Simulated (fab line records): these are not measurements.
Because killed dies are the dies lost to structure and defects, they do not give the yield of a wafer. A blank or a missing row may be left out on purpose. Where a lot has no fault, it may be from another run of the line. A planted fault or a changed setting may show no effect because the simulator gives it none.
Which tool was responsible? || flow berkeleyCmos170 || 7 lots, 21 wafers sampled, at 2 steps of a route of 331

== WHAT THE GAUGES READ, wafer by wafer ==
UCB170_V1_THK_MEAS_04.
{"lot": "L532", "measured": "day 8 00:11", "on": "filmMetro-02", "V1_POLISHED_THK (nm)": "998.4 1000.0 1000.4"}
{"lot": "L534", "measured": "day 8 16:43", "on": "filmMetro-01", "V1_POLISHED_THK (nm)": "1001.9 999.0 998.2"}
{"lot": "L537", "measured": "day 8 23:19", "on": "filmMetro-04", "V1_POLISHED_THK (nm)": "999.9 1000.2 1000.4"}
{"lot": "L543", "measured": "day 9 23:59", "on": "filmMetro-01", "V1_POLISHED_THK (nm)": "2018.8 2064.3 2054.5"}
{"lot": "L547", "measured": "day 10 18:16", "on": "filmMetro-04", "V1_POLISHED_THK (nm)": "1000.3 999.8 999.4"}
{"lot": "L551", "measured": "day 11 19:14", "on": "filmMetro-01", "V1_POLISHED_THK (nm)": "999.7 999.5 1000.8"}
{"lot": "L554", "measured": "day 12 02:15", "on": "filmMetro-01", "V1_POLISHED_THK (nm)": "1001.9 1000.0 1000.0"}

== WHAT TOOL EACH LOT RAN ON (gives the tool, then ch and the chambers of the sampled wafers, and finally the start) ==
{"lot": "L532", "UCB170_V1_CMP_02": "cmp-01 ch 1,2,3, day 7 23:45"}
{"lot": "L534", "UCB170_V1_CMP_02": "cmp-01 ch 0,3, day 8 16:18"}
{"lot": "L537", "UCB170_V1_CMP_02": "cmp-02 ch 0,1,2, day 8 22:56"}
{"lot": "L543", "UCB170_V1_CMP_02": "cmp-01 ch 0,1,2, day 9 23:41"}
{"lot": "L547", "UCB170_V1_CMP_02": "cmp-01 ch 0,2,3, day 10 17:58"}
{"lot": "L551", "UCB170_V1_CMP_02": "cmp-01 ch 0,1,3, day 11 18:57"}
{"lot": "L554", "UCB170_V1_CMP_02": "cmp-01 ch 0,2, day 12 01:53"}
- UCB170_V1_CMP_02: polishes SiO2.

== THE ANSWER, worked out from the rows above alone ==
Rule: the lots themselves supply what counts as usual. Put in order of their means at a reading, lots are off if they are a third of the lots or fewer, leave a main group of 4 or more, and stand apart from it by a gap of 3 or more times the standard deviation of the main group's means; of several such gaps the widest counts. A main group is skipped when, at the precision printed for the reading in the tables above, its means are all equal. Also off: a lot with no number at a reading for which 4 or more lots have one. The other lots that the step has rows for count as sound.
Off: L543, at UCB170_V1_THK_MEAS_04 (V1_POLISHED_THK). The main group has a mean of 1000.0 nm with a standard deviation of 0.34.
A tool fits if, at a process step before that reading, it ran every lot that is off, and no sound lot after the first of them. The gauges at UCB170_V1_THK_MEAS_04 are tried like those tools. Of those tried, none fits.

== WHAT THE SIMULATOR PUT IN ==
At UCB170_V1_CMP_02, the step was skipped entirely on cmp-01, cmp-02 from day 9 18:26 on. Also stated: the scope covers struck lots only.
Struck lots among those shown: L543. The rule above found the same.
